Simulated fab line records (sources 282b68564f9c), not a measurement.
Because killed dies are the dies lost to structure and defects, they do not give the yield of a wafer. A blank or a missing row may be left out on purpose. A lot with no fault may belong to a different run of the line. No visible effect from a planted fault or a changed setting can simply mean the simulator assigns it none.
fab line records | flow ritCmos
record: lots: 6 | wafers: 18 | lastDay: 7
route steps=202 shown NSD@138 PSD@142 SDANNEAL@153 M1@202
lots untouched by any fault: they come from a run of this same line in which no faults occurred
startH: hours from the record's first day to the start of the lot's first wafer shown | waitH: hours elapsed since this lot's preceding step | " unchanged from the row above | L1.1+2: a row that stands for several wafers | - no value, or no start was given | * or withheld: withheld | < > ~ a bound
route shown NAME@n: names a module that has steps shown in the file, with the first one's number in the route | usual: mean/standard deviation taken from wafers without a fault | same: alike in all rows | chamber/n: place in a boat | sites: readings site by site | _std_site: the values' standard deviation | _edge_site: outer sites' mean less inner sites' | radiusMm: how far each site lies from the wafer's centre | mask NAME#n: copy n | behind: tool/chamber where the wafer was last shaped | hold: reason for holding the lot/hours on hold/outcome of the hold | device: whichever transistor did not switch (one of n, p or np) | end of line: at the end of the route, the tests of the same wafers | a step with no rows: only its recipe | killed: dies lost to structure and defects at the first sort, not the wafer's yield | map: dies across one wafer; x = killed, . = not, _ = none there
set.NAME: the run value of the setting; set.NAME@STEP: its run value at that earlier step | model.NAME: the simulator's own value behind a step, which no gauge read
lots at selected steps of the route; one table per step, one row per wafer
services: from which hour (startH, from the record's first day; less than 0 if before it) a tool's chamber was out of use, for how many hours, and why
== steps ==
step: RIT_NSD_HARDBAKE_07
recipe: resist: NOVOLAK | tempC: 140 | timeS: 60
step: RIT_NSD_IMPLANT_08
recipe: species: P | energyKev: 25 | doseCm2: 1e+15 | tiltDeg: 7
step: RIT_NSD_STRIP_09
recipe: chemistry: O2 | timeS: 180 | resist: NOVOLAK | platenTempC: withheld | powerW: 500 | pressureMtorr: 4000 | o2FlowSccm: 4000
usual: drypumpMotorCurrentA: 5.80/0.26
lot.wafer | tool           | chamber | startH | waitH | drypumpMotorCurrentA | rfHoursCounterH
L322.1    | plasmaAsher-04 | 0       | 52.03  | 0.1   | 5.42                 | 39
L322.2    | "              | 1       | "      | "     | 5.64                 | 39
L322.5    | "              | 0       | "      | "     | 5.44                 | -
L325.2    | plasmaAsher-02 | 1       | 65.86  | 0.1   | 5.90                 | 43
L325.4    | "              | 0       | "      | "     | 6.16                 | -
L325.5    | "              | 0       | "      | "     | 6.18                 | -
L329.1    | plasmaAsher-04 | 0       | 88.54  | 0.1   | 5.42                 | 43
L329.5    | "              | 0       | "      | "     | 5.41                 | -
L329.6    | "              | 1       | "      | "     | 5.62                 | -
L337.2    | plasmaAsher-01 | 1       | 126.92 | 0.1   | 5.55                 | 1
L337.5    | "              | 1       | "      | "     | 5.53                 | -
L337.6    | "              | 0       | "      | "     | 6.00                 | -
L340.2    | plasmaAsher-01 | 0       | 143.75 | 0.1   | 6.00                 | 2
L340.3    | "              | 1       | "      | "     | 5.56                 | -
L340.6    | "              | 1       | "      | "     | 5.56                 | -
L341.4    | plasmaAsher-01 | 0       | 149.61 | 0.1   | 6.01                 | -
L341.5    | "              | 1       | "      | "     | 5.54                 | -
L341.6    | "              | 0       | "      | "     | 5.99                 | -
step: RIT_NSD_TW_MEAS_10
usual: NSD_TW: 3109/31
lot.wafer | tool         | chamber | startH | waitH | NSD_TW
L322.1    | filmMetro-02 | -       | 52.21  | 0.1   | 3096
L322.2    | "            | -       | "      | "     | 3094
L322.5    | "            | -       | "      | "     | 3098
L325.2    | filmMetro-02 | -       | 66.04  | 0.1   | 3090
L325.4    | "            | -       | "      | "     | 3110
L325.5    | "            | -       | "      | "     | 3070
L329.1    | filmMetro-02 | -       | 88.71  | 0.1   | 3081
L329.5    | "            | -       | "      | "     | 3099
L329.6    | "            | -       | "      | "     | 3092
L337.2    | filmMetro-02 | -       | 127.10 | 0.1   | 3087
L337.5    | "            | -       | "      | "     | 3070
L337.6    | "            | -       | "      | "     | 3068
L340.2    | filmMetro-03 | -       | 143.94 | 0.1   | 3116
L340.3    | "            | -       | "      | "     | 3130
L340.6    | "            | -       | "      | "     | 3114
L341.4    | filmMetro-03 | -       | 149.75 | 0.1   | 3097
L341.5    | "            | -       | "      | "     | 3083
L341.6    | "            | -       | "      | "     | 3096
step: RIT_PSD_HMDS_00
recipe: primeTimeS: 60 | primeTempC: 140
step: RIT_PSD_COAT_01
recipe: resist: NOVOLAK | spinRpm: 3250 | resistThkNm: 1000
step: RIT_PSD_SOFTBAKE_02
recipe: resist: NOVOLAK | tempC: 90 | timeS: 60
step: RIT_PSD_EXPOSE_03
recipe: maskId: M10 | na: 0.57 | targetCdNm: 40900 | doseMj: 250
step: RIT_PSD_PEB_04
recipe: resist: NOVOLAK | tempC: withheld | timeS: withheld
step: RIT_PSD_DEVELOP_05
recipe: resist: NOVOLAK | developTimeS: 50 | devTempC: 23
step: RIT_PSD_OVL_MEAS_06
usual: PSD_OVL: -0.6/1.2
lot.wafer | tool       | chamber | startH | waitH | PSD_OVL[nm]
L322.1    | overlay-01 | -       | 53.36  | -     | -1.3
L322.2    | "          | -       | "      | "     | 1.6
L322.5    | "          | -       | "      | "     | -1.4
L325.2    | overlay-02 | -       | 67.08  | -     | 0.7
L325.4    | "          | -       | "      | "     | -0.5
L325.5    | "          | -       | "      | "     | -0.4
L329.1    | overlay-01 | -       | 89.68  | -     | -0.8
L329.5    | "          | -       | "      | "     | -1.8
L329.6    | "          | -       | "      | "     | 0.1
L337.2    | overlay-02 | -       | 128.13 | -     | 0.6
L337.5    | "          | -       | "      | "     | 1.7
L337.6    | "          | -       | "      | "     | 1.8
L340.2    | overlay-01 | -       | 144.97 | -     | -1.9
L340.3    | "          | -       | "      | "     | -2.2
L340.6    | "          | -       | "      | "     | -0.9
L341.4    | overlay-01 | -       | 150.79 | -     | 0.4
L341.5    | "          | -       | "      | "     | -2.7
L341.6    | "          | -       | "      | "     | 0.3
step: RIT_PSD_HARDBAKE_07
recipe: resist: NOVOLAK | tempC: 140 | timeS: 60
step: RIT_PSD_IMPLANT_08
recipe: species: BF2 | energyKev: 27 | doseCm2: 5e+15 | tiltDeg: 7
usual: beamEnergyKeV: 26.999/0.0079
lot.wafer | tool         | chamber | startH | waitH | beamEnergyKeV | model.implant.rpNm | model.implant.drpNm
L322.1    | implanter-04 | 0       | 53.54  | 0.1   | 27.004        | 21.98              | 12.05
L322.2    | "            | 0       | "      | "     | 27.001        | 21.98              | 12.05
L322.5    | "            | 0       | "      | "     | 27.009        | 21.98              | 12.05
L325.2    | implanter-02 | 0       | 67.28  | 0.1   | 27.005        | 22.28              | 12.05
L325.4    | "            | 0       | "      | "     | 26.999        | 22.28              | 12.05
L325.5    | "            | 0       | "      | "     | 27.010        | 22.28              | 12.05
L329.1    | implanter-02 | 0       | 89.87  | 0.1   | 30.507        | 24.7               | 13.13
L329.5    | "            | 0       | "      | "     | 30.512        | 24.7               | 13.13
L329.6    | "            | 0       | "      | "     | 30.502        | 24.7               | 13.13
L337.2    | implanter-02 | 0       | 128.34 | 0.1   | 30.513        | 24.51              | 13.13
L337.5    | "            | 0       | "      | "     | 30.514        | 24.51              | 13.13
L337.6    | "            | 0       | "      | "     | 30.507        | 24.51              | 13.13
L340.2    | implanter-03 | 0       | 145.17 | 0.1   | 26.995        | 22.19              | 12.05
L340.3    | "            | 0       | "      | "     | 26.984        | 22.19              | 12.05
L340.6    | "            | 0       | "      | "     | 26.996        | 22.19              | 12.05
L341.4    | implanter-04 | 0       | 151.04 | 0.1   | 27.001        | 22.6               | 12.05
L341.5    | "            | 0       | "      | "     | 27.004        | 22.6               | 12.05
L341.6    | "            | 0       | "      | "     | 26.990        | 22.6               | 12.05
step: RIT_PSD_STRIP_09
recipe: chemistry: O2 | timeS: 180 | resist: NOVOLAK | platenTempC: withheld | powerW: 500 | pressureMtorr: 4000 | o2FlowSccm: 4000
usual: drypumpMotorCurrentA: 5.87/0.27
lot.wafer | tool           | chamber | startH | waitH | drypumpMotorCurrentA | rfHoursCounterH
L322.1    | plasmaAsher-02 | 0       | 53.69  | 0.1   | 6.12                 | 41
L322.2    | "              | 1       | "      | "     | 5.90                 | 41
L322.5    | "              | 1       | "      | "     | 5.90                 | -
L325.2    | plasmaAsher-02 | 0       | 67.41  | 0.1   | 6.20                 | 43
L325.4    | "              | 1       | "      | "     | 5.90                 | -
L325.5    | "              | 0       | "      | "     | 6.18                 | -
L329.1    | plasmaAsher-02 | 0       | 90.02  | 0.1   | 6.13                 | 45
L329.5    | "              | 1       | "      | "     | 5.92                 | -
L329.6    | "              | 0       | "      | "     | 6.14                 | -
L337.2    | plasmaAsher-01 | 0       | 128.46 | 0.1   | 6.03                 | 1
L337.5    | "              | 1       | "      | "     | 5.57                 | -
L337.6    | "              | 0       | "      | "     | 6.03                 | -
L340.2    | plasmaAsher-01 | 0       | 145.30 | 0.1   | 5.99                 | 3
L340.3    | "              | 1       | "      | "     | 5.55                 | -
L340.6    | "              | 1       | "      | "     | 5.55                 | -
L341.4    | plasmaAsher-02 | 0       | 151.17 | 0.1   | 6.13                 | -
L341.5    | "              | 1       | "      | "     | 5.89                 | -
L341.6    | "              | 0       | "      | "     | 6.16                 | -
step: RIT_PSD_TW_MEAS_10
usual: PSD_TW: 3413/33
lot.wafer | tool         | chamber | startH | waitH | PSD_TW
L322.1    | filmMetro-02 | -       | 53.87  | 0.1   | 3403
L322.2    | "            | -       | "      | "     | 3402
L322.5    | "            | -       | "      | "     | 3403
L325.2    | filmMetro-03 | -       | 67.59  | 0.1   | 3376
L325.4    | "            | -       | "      | "     | 3401
L325.5    | "            | -       | "      | "     | 3376
L329.1    | filmMetro-03 | -       | 90.20  | 0.1   | 3494
L329.5    | "            | -       | "      | "     | 3481
L329.6    | "            | -       | "      | "     | 3473
L337.2    | filmMetro-01 | -       | 128.65 | 0.1   | 3587
L337.5    | "            | -       | "      | "     | 3590
L337.6    | "            | -       | "      | "     | 3578
L340.2    | filmMetro-03 | -       | 145.48 | 0.1   | 3397
L340.3    | "            | -       | "      | "     | 3388
L340.6    | "            | -       | "      | "     | 3381
L341.4    | filmMetro-03 | -       | 151.32 | 0.1   | 3409
L341.5    | "            | -       | "      | "     | 3395
L341.6    | "            | -       | "      | "     | 3409
step: RIT_SDANNEAL_CLEAN_00
recipe: chemistry: SC1 | mix: 3:3:50 | timeS: 600 | tempC: 75
step: RIT_SDANNEAL_CLEAN_01
recipe: chemistry: dHF | dilution: 50:1 | timeS: 30
step: RIT_SDANNEAL_CLEAN_02
recipe: chemistry: SC2 | mix: 3:3:50 | timeS: 600 | tempC: 75 | dry: n2Spin
step: RIT_SDANNEAL_RTA_03
recipe: tempC: 1050 | timeS: 5 | idleTempC: 600 | rampUpCPerS: 342 | rampDownCPerS: 171 | coolToC: 600 | ambient: N2
usual: wafer_temp_C_max: 1053.5/1.3
lot.wafer | tool         | chamber | startH | waitH | wafer_temp_C_max
L322.1    | rtpAnneal-02 | 0       | 54.29  | 0.0   | 1054.8
L322.2    | "            | 0       | "      | "     | 1052.1
L322.5    | "            | 0       | "      | "     | 1054.0
L325.2    | rtpAnneal-01 | 0       | 68.14  | 0.0   | 1055.5
L325.4    | "            | 0       | "      | "     | 1055.4
L325.5    | "            | 0       | "      | "     | 1050.5
L329.1    | rtpAnneal-01 | 0       | 90.62  | 0.0   | 1052.5
L329.5    | "            | 0       | "      | "     | 1055.0
L329.6    | "            | 0       | "      | "     | 1052.5
L337.2    | rtpAnneal-01 | 0       | 129.09 | 0.0   | 1051.1
L337.5    | "            | 0       | "      | "     | 1052.0
L337.6    | "            | 0       | "      | "     | 1052.0
L340.2    | rtpAnneal-02 | 0       | 145.92 | 0.0   | 1053.2
L340.3    | "            | 0       | "      | "     | 1053.2
L340.6    | "            | 0       | "      | "     | 1052.4
L341.4    | rtpAnneal-01 | 0       | 151.76 | 0.0   | 1053.9
L341.5    | "            | 0       | "      | "     | 1053.8
L341.6    | "            | 0       | "      | "     | 1052.4
step: RIT_SDANNEAL_RS_MEAS_04
recipe: thkMeasGauge: four-point-probe
usual: PSD_RS: 115.89/0.28
lot.wafer | tool         | chamber | startH | waitH | PSD_RS[ohm/sq]
L322.1    | filmMetro-01 | -       | 54.35  | 0.0   | 116.15
L322.2    | "            | -       | "      | "     | 115.70
L322.5    | "            | -       | "      | "     | 115.78
L325.2    | filmMetro-02 | -       | 68.26  | 0.1   | 115.40
L325.4    | "            | -       | "      | "     | 115.49
L325.5    | "            | -       | "      | "     | 115.56
L329.1    | filmMetro-03 | -       | 90.68  | 0.0   | 108.60
L329.5    | "            | -       | "      | "     | 108.56
L329.6    | "            | -       | "      | "     | 108.34
L337.2    | filmMetro-02 | -       | 129.16 | 0.1   | 108.66
L337.5    | "            | -       | "      | "     | 108.96
L337.6    | "            | -       | "      | "     | 108.72
L340.2    | filmMetro-02 | -       | 145.99 | 0.1   | 115.51
L340.3    | "            | -       | "      | "     | 115.94
L340.6    | "            | -       | "      | "     | 115.70
L341.4    | filmMetro-01 | -       | 151.85 | 0.1   | 116.07
L341.5    | "            | -       | "      | "     | 115.85
L341.6    | "            | -       | "      | "     | 115.90
step: RIT_SDANNEAL_RS_MEAS_05
recipe: thkMeasGauge: four-point-probe
usual: NSD_RS: 84.5/0.32
lot.wafer | tool         | chamber | startH | waitH | NSD_RS[ohm/sq]
L322.1    | filmMetro-01 | -       | 54.47  | 0.1   | 84.2
L322.2    | "            | -       | "      | "     | 84.2
L322.5    | "            | -       | "      | "     | 83.9
L325.2    | filmMetro-02 | -       | 68.38  | 0.1   | 84.6
L325.4    | "            | -       | "      | "     | 84.5
L325.5    | "            | -       | "      | "     | 84.8
L329.1    | filmMetro-03 | -       | 90.80  | 0.1   | 84.9
L329.5    | "            | -       | "      | "     | 84.9
L329.6    | "            | -       | "      | "     | 84.9
L337.2    | filmMetro-02 | -       | 129.28 | 0.1   | 84.4
L337.5    | "            | -       | "      | "     | 84.5
L337.6    | "            | -       | "      | "     | 84.7
L340.2    | filmMetro-02 | -       | 146.11 | 0.1   | 84.1
L340.3    | "            | -       | "      | "     | 84.2
L340.6    | "            | -       | "      | "     | 83.9
L341.4    | filmMetro-01 | -       | 151.97 | 0.1   | 84.4
L341.5    | "            | -       | "      | "     | 84.1
L341.6    | "            | -       | "      | "     | 84.4
step: RIT_M1_PROBE_99
usual: killedAtContacts: 0.1/0.32 | killedAtFrontEnd: 6/3.1 | killedDies: 7/3.2 | killedOpen: 3.1/1.9 | killedShort: 3.5/2.2
same: grossDies: 264 | killed_at_M0_to_M3: 0 | killed_at_M4_up: 0 | killedAtBackSide: 0 | killedAtOther: 0
lot.wafer | tool      | chamber | startH | waitH | killedAtContacts | killedAtFrontEnd | killedDies | killedOpen | killedShort | model.etest.contactPplus.endOhmUm | model.etest.diodePplusNwell.bvV | model.etest.vpnp.gain | model.etest.diodePplusNwell.cjFfUm2 | model.etest.diodePplusComb.cjFfUm2
L322.1    | prober-01 | -       | 61.62  | 0.1   | 1                | 5                | 6          | 4          | 2           | 43.79                             | 6.528                           | 1.023                 | 1.746                               | 2.021
L322.2    | prober-01 | -       | 61.67  | 0.1   | 0                | 13               | 13         | 8          | 5           | 44.1                              | 6.547                           | 1.042                 | 1.731                               | 2.032
L322.5    | prober-01 | -       | 61.82  | 0.2   | 0                | 4                | 4          | 2          | 2           | 43.84                             | 6.465                           | 1.03                  | 1.725                               | 2.027
L325.2    | prober-01 | -       | 76.02  | 0.1   | 0                | 2                | 2          | 1          | 1           | 43.24                             | 6.679                           | 1.058                 | 1.699                               | 1.994
L325.4    | prober-01 | -       | 76.12  | 0.2   | 0                | 4                | 4          | 0          | 4           | 42.88                             | 6.671                           | 1.067                 | 1.682                               | 2.007
L325.5    | prober-01 | -       | 76.17  | 0.2   | 0                | 8                | 8          | 4          | 4           | 43.23                             | 6.643                           | 1.081                 | 1.678                               | 1.997
L329.1    | prober-01 | -       | 98.20  | 0.1   | 0                | 8                | 8          | 3          | 5           | 41.12                             | 6.863                           | 1.162                 | 1.622                               | 1.938
L329.5    | prober-01 | -       | 98.40  | 0.2   | 0                | 5                | 5          | 2          | 3           | 40.71                             | 6.793                           | 1.167                 | 1.631                               | 1.946
L329.6    | prober-01 | -       | 98.45  | 0.2   | 1                | 3                | 4          | 1          | 3           | 41.35                             | 6.821                           | 1.19                  | 1.634                               | 1.942
L337.2    | prober-01 | -       | 136.69 | 0.1   | 0                | 1                | 1          | 0          | 1           | 41.62                             | 6.785                           | 1.167                 | 1.629                               | 1.95
L337.5    | prober-01 | -       | 136.84 | 0.2   | 0                | 9                | 9          | 6          | 3           | 40.13                             | 6.756                           | 1.155                 | 1.641                               | 1.94
L337.6    | prober-01 | -       | 136.89 | 0.2   | 0                | 14               | 14         | 9          | 5           | 40.04                             | 6.751                           | 1.16                  | 1.629                               | 1.945
L340.2    | prober-02 | -       | 153.40 | 0.1   | 0                | 5                | 5          | 3          | 2           | 43.52                             | 6.594                           | 1.066                 | 1.702                               | 2.01
L340.3    | prober-02 | -       | 153.45 | 0.2   | 0                | 6                | 6          | 2          | 4           | 43.78                             | 6.657                           | 1.09                  | 1.697                               | 2.011
L340.6    | prober-02 | -       | 153.60 | 0.2   | 0                | 2                | 2          | 2          | 0           | 41.98                             | 6.62                            | 1.06                  | 1.688                               | 2
L341.4    | prober-01 | -       | 161.91 | 0.2   | 0                | 4                | 4          | 1          | 3           | 43.27                             | 6.76                            | 1.066                 | 1.652                               | 1.966
L341.5    | prober-01 | -       | 161.96 | 0.2   | 0                | 6                | 6          | 3          | 3           | 43.17                             | 6.66                            | 1.068                 | 1.689                               | 1.97
L341.6    | prober-01 | -       | 162.01 | 0.2   | 1                | 7                | 8          | 3          | 5           | 42.87                             | 6.697                           | 1.067                 | 1.675                               | 1.973
killed by level:class
L322.1 FOX1:geometricParticle:open=1 GATE:geometricParticle:open=1 REOX:geometricParticle:short=1 SPACER:geometricParticle:open=1 SILICIDE:geometricParticle:open=1 CONTACT:geometricParticle:short=1
L322.2 GATE:geometricParticle:open=6 GATE:geometricParticle:short=3 FOX1:geometricParticle:open=2 FOX1:geometricParticle:short=1 REOX:geometricParticle:short=1
L322.5 FOX1:geometricParticle:short=2 GATE:geometricParticle:open=1 REOX:geometricParticle:open=1
L325.2 GATE:geometricParticle:short=1 SILICIDE:geometricParticle:open=1
L325.4 SPACER:geometricParticle:short=2 GATE:geometricParticle:short=1 SILICIDE:geometricParticle:short=1
L325.5 GATE:geometricParticle:open=3 GATE:geometricParticle:short=2 SPACER:geometricParticle:short=2 SPACER:geometricParticle:open=1
L329.1 SILICIDE:geometricParticle:open=3 FOX1:geometricParticle:short=1 GATE:geometricParticle:short=1 REOX:geometricParticle:short=1 SPACER:geometricParticle:short=1 SILICIDE:geometricParticle:short=1
L329.5 GATE:geometricParticle:short=2 FOX1:geometricParticle:open=1 FOX1:geometricParticle:short=1 GATE:geometricParticle:open=1
L329.6 FOX1:geometricParticle:short=1 GATE:geometricParticle:open=1 SPACER:geometricParticle:short=1 CONTACT:geometricParticle:short=1
L337.2 SILICIDE:geometricParticle:short=1
L337.5 GATE:geometricParticle:short=3 REOX:geometricParticle:open=2 SILICIDE:geometricParticle:open=2 GATE:geometricParticle:open=1 SPACER:geometricParticle:open=1
L337.6 GATE:geometricParticle:open=5 GATE:geometricParticle:short=4 SPACER:geometricParticle:open=2 FOX2:geometricParticle:open=1 REOX:geometricParticle:open=1 SILICIDE:geometricParticle:short=1
L340.2 GATE:geometricParticle:open=2 FOX1:geometricParticle:short=1 GATE:geometricParticle:short=1 REOX:geometricParticle:open=1
L340.3 REOX:geometricParticle:short=2 FOX1:geometricParticle:short=1 GATE:geometricParticle:short=1 GATE:geometricParticle:open=1 SPACER:geometricParticle:open=1
L340.6 GATE:geometricParticle:open=2
L341.4 ACTIVE:geometricParticle:open=1 FOX1:geometricParticle:short=1 GATE:geometricParticle:short=1 REOX:geometricParticle:short=1
L341.5 FOX1:geometricParticle:open=1 GATE:geometricParticle:open=1 REOX:geometricParticle:short=1 SPACER:geometricParticle:short=1 SPACER:geometricParticle:open=1 SILICIDE:geometricParticle:short=1
L341.6 SPACER:geometricParticle:short=2 ACTIVE:geometricParticle:short=1 GATE:geometricParticle:open=1 GATE:geometricParticle:short=1 SPACER:geometricParticle:open=1 SILICIDE:geometricParticle:open=1 CONTACT:geometricParticle:short=1
== services ==
tool           | chamber | startH | hours | kind
rtpAnneal-01   | -       | 30.68  | 7.6   | pm
plasmaAsher-01 | -       | 43.43  | 1.2   | repair
plasmaAsher-04 | -       | 49.04  | 2.8   | pm
implanter-02   | -       | 65.25  | 1.1   | repair
plasmaAsher-04 | -       | 85.90  | 2.0   | repair
plasmaAsher-04 | -       | 89.52  | 2.1   | repair
plasmaAsher-01 | -       | 108.75 | 9.0   | pm
plasmaAsher-01 | 0       | 108.75 | 9.0   | ventCycle
plasmaAsher-01 | 1       | 108.75 | 9.0   | ventCycle
implanter-03   | -       | 114.12 | 2.9   | pm
plasmaAsher-01 | 0       | 117.75 | -     | clean
plasmaAsher-01 | 1       | 117.75 | -     | clean
implanter-02   | -       | 146.01 | 7.7   | repair
implanter-02   | -       | 146.70 | 2.6   | repair
== key ==
firstSign: step: RIT_PSD_IMPLANT_08 | reading: beamEnergyKeV | direction: up | sigmas: 99+ | usual: 26.999 | struck: 30.509
effect: step: RIT_PSD_TW_MEAS_10 | reading: PSD_TW | direction: up | sigmas: 3.6 | usual: 3413 | struck: 3534
effect: step: RIT_SDANNEAL_RS_MEAS_04 | reading: PSD_RS | direction: down | sigmas: 26 | usual: 115.89 | struck: 108.64
modelEffect: step: RIT_PSD_IMPLANT_08 | value: implant.rpNm | without: 22.31 | struck: 24.61
modelEffect: step: RIT_M1_PROBE_99 | value: etest.contactPplus.endOhmUm | without: 43.99 | struck: 40.83
metAt RIT_PSD_IMPLANT_08
struckWafers L329.1,L329.5,L329.6,L337.2,L337.5,L337.6
testerLeftOut L329,L337
onsetBetween 67.28 89.87
fault: kind: processParameterDrift | tool: implanter-02 | chamber: - | onsetH: 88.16 | steps: RIT_PSD_IMPLANT_08 | channel: energyKev | offset: 3.51 | shape: step | endH: 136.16 | actsIn: theseRecipesOnly | stated: 27
testerLeftOut: of these lots the tester's yield and bins aren't shown, on N5 and GAA mostly nor the transistor test; their killed dies are dies lost to structure and defects alone, not to doping, threshold or leakage, so they don't give the yield
